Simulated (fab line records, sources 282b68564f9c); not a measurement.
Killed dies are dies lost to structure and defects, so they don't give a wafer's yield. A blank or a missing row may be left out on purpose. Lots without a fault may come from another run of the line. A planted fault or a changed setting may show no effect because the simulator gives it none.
Chamber matching | flow rit_cmos | RIT_M1_STRIP_13 on wet_bench-02: 4 sister chambers
The step strips in nmp, time 600 s. 4 wafers are shown with their chamber, then 7 later ones without.

WAFERS WITH THEIR CHAMBER
wafer  | chamber | run_length_s (s)
L176.3 | 1       | 636
L184.6 | 0       | 626
L188.5 | 3       | 634
L192.5 | 2       | 626

WAFERS WITHOUT THEIR CHAMBER
wafer  | run_length_s (s)
L192.6 | 626
L193.1 | 627
L193.3 | 627
L193.5 | 627
L194.2 | 627
L194.4 | 627
L194.6 | 627

WHICH CHAMBER EACH WENT THROUGH
wafer  | from the rows above     | in truth
L192.6 | can't be placed: 0 or 2 | 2
L193.1 | can't be placed: 0 or 2 | 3
L193.3 | can't be placed: 0 or 2 | 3
L193.5 | can't be placed: 0 or 2 | 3
L194.2 | can't be placed: 0 or 2 | 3
L194.4 | can't be placed: 0 or 2 | 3
L194.6 | can't be placed: 0 or 2 | 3
Placed correctly: 0 of 7. Can't be placed from these rows: 7 (the true chamber is among the candidates in 1). Placed wrongly: 0.
How it was worked out, from the rows above alone: a wafer's distance from a chamber is the root of the sum, over the readings, of the square of ((its reading less the chamber's mean) divided by the reading's scatter). The wafer belongs to the nearest chamber; if the next one is less than 2 further off, it can't be placed. A chamber's mean is the mean of its shown wafers. The scatter: with one shown wafer a chamber, the root of the mean of the squares of how far each hidden wafer lies from its nearest shown one.
